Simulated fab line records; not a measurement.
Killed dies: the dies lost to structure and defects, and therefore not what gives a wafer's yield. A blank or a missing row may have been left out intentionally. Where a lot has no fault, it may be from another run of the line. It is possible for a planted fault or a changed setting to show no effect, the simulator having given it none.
One fault through the eyes of 2 desks | flow berkeleyCmos170 | each desk holds nothing but its own numbers, with what lay behind them at the end

## THE TOOL OWNER'S DESK: pecvd-02
The tool's own readings at UCB170_V2_CVD_00 (deposits SiO2 from TEOS/O2, target thk 2000 nm, time 250 s): means of the sampled wafers that have a number, for each lot that ran on this tool. The brackets show how far a lot's mean lies from the usual mean; more than 4 standard deviations puts the lot out of limits, marked OUT.
Columns: A = heaterPowerW at UCB170_V2_CVD_00, usual 256 W; B = rfFwdPowerW at UCB170_V2_CVD_00, usual 548.5 W; C = susceptorTempC at UCB170_V2_CVD_00, usual 389.98 C
lot  | first seen here | A   | B               | C
L574 | day 7 22:06     | 293 | 548.6           | 389.91
L580 | day 8 18:26     | 269 | 549.7           | 389.85
L582 | day 9 15:57     | 316 | 504.5 (-28) OUT | 390.03
Finding of this desk: L582 out of limits; the first was L582 at day 9 15:57, on rfFwdPowerW at UCB170_V2_CVD_00. Within limits: L574, L580.

## FROM THE METROLOGY DESK
Means of the sampled wafers that have a number, per lot and without regard to the tool the lot ran on: this is what the gauges read. The brackets show how far a lot's mean lies from the usual mean; more than 4 standard deviations puts the lot out of limits, marked OUT.
Columns: A = M2_AL_THK at UCB170_M2_THK_MEAS_03, usual 878 nm; B = cdNm at UCB170_M2_CD_MEAS_15, usual 700.4 nm; C = V2_TEOS_THK at UCB170_V2_THK_MEAS_01, usual 1999 nm; D = V2_OVL at UCB170_V2_OVL_MEAS_13, usual -2 nm
lot  | first seen here | A   | B     | C    | D
L573 | day 7 19:10     | 870 | 701.1 | 1985 | -3
L574 | day 7 19:13     | 888 | 700.6 | 2000 | -2
L577 | day 8 14:05     | 884 | 698.6 | 2010 | 2
L580 | day 8 14:17     | 876 | 701.6 | 2028 | -3
L576 | day 8 14:24     | 887 | 700.8 | 2013 | 4
L579 | day 8 14:27     | 888 | 700.1 | 2004 | 12
L582 | day 9 13:37     | 880 | 700.1 | 1938 | -5
L583 | day 9 13:45     | 881 | 700.3 | 2013 | -1
L581 | day 9 13:56     | 868 | 698.6 | 1991 | -6
L585 | day 9 18:55     | 880 | 701.2 | 1988 | 2
L590 | day 11 05:18    | 861 | 699.3 | 1984 | -2
L592 | day 11 19:05    | 881 | 701.0 | 2010 | -3
L594 | day 11 19:21    | 878 | 698.7 | 1995 | -7
Result from this desk: across the 13 lots, nothing is out of limits.

## TAKEN TOGETHER
On L582, at day 9 15:57, an alarm was possible from the tool owner's desk.
The metrology desk saw nothing out of limits.
The metrology desk holds a record of L582, inside its limits.
On pecvd-02, each named lot ran UCB170_V2_CVD_00.

## WHAT THE SIMULATOR PUT IN
pecvd-02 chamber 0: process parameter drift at UCB170_V2_CVD_00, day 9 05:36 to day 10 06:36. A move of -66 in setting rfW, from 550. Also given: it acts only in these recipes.
Struck lots among those shown: L582.
Time in hours from fault onset to the first out-of-limits reading at each desk: the tool owner's desk, 10.
